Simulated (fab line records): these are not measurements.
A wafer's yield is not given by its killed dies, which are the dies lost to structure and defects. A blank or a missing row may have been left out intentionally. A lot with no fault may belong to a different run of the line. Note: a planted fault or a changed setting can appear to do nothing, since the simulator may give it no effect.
8D (eight disciplines) problem report, filled in by code -- flow berkeley_cmos170 -- the parts of the form that need people (team, actions taken, sign-off) are left out

== 1. WHAT WENT WRONG ==
oes_product_au at UCB170_NSD_STRIP_09 reads a mean of 0.498 a.u. on 4 wafers of 2 lots; wafers without a fault read 0.534 a.u. with a standard deviation of 0.0048. Measured from the usual mean, that is -7.4 standard deviations.
The step: strips in O2.
The first sign was on wafer L434.1 at day 8 09:13, on plasma_asher-04. Wafers with a number at this step in the record: 42, from 14 lots. Rule for "out" (also "out of limits"): further than 4 standard deviations from the usual mean. All remaining wafers that have a number are taken as sound.

== 2. WHAT IT IS; WHAT IT IS NOT ==
question,is,is not
which readings at this step,oes_product_au,"drypump_motor_current_A, strip_time_to_endpoint_s"
which lots,"L434, L436","L425, L426, L427, L429, L431, L432, L433, L435, L437, L445, L446, L448"
which wafers of those lots,"L434.1, L434.6, L436.1, L436.3","L434.2, L436.2"
read on which tools,plasma_asher-04,"plasma_asher-01, plasma_asher-02"
when,from day 8 09:13,"up to then (25 sound wafers); but 13 sound wafers of L436, L437, L445, L446, L448 came after"

== 3. SUSPECTS, AND WHAT RULES EACH OUT ==
Counting: if a tool at a process step up to the reading ran every lot that is out, it stays a suspect. Sound lots after the first of them don't rule it out here, since some wafers of a struck lot are sound.
- plasma_asher-04 at UCB170_NSD_STRIP_09 (strips in O2): kept. Every lot that is out went through it, the first being L434 (day 8 09:13); the last sound lot it ran before that was L433 (day 8 08:29). On those wafers its own readings are out: oes_product_au.
- The sound lot-mates ran in chamber 0 of plasma_asher-04 at UCB170_NSD_STRIP_09, but the wafers that are out ran in chamber 1.
Remaining after the count: plasma_asher-04 at UCB170_NSD_STRIP_09.

== 4. THE CAUSE (what the simulator had put in) ==
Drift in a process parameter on plasma_asher-04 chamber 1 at UCB170_NSD_STRIP_09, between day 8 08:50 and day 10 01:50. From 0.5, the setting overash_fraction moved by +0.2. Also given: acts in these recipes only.
Only this tool survived the counting.

== 5. SEQUENCE OF EFFECTS, ordered by route ==
Rows list readings where the struck wafers' mean (over those with a number) sits beyond 3 standard deviations from the usual. Scope: only readings with a usual standard deviation given in the record; hours: median across lots of the time from each lot's start at the first step in this table that gives one to its start at this step; sigmas: change in usual standard deviations.
hours,step,reading,usual,on struck wafers,change,sigmas
0,UCB170_NSD_STRIP_09,oes_product_au,0.534 a.u.,0.498,-0.036,-7.4
Here are the process steps it includes:
- UCB170_NSD_STRIP_09: strips in O2.
Later steps that measure or inspect, where all struck wafers having a row at the step show a number for every such reading and not one has moved that far: UCB170_CONTACT_CD_MEAS_90.

== 6. WHAT WOULD HAVE CAUGHT IT SOONER ==
In this record no reading fell out of limits until day 8 09:13, 0 hours after the fault had begun at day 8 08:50.
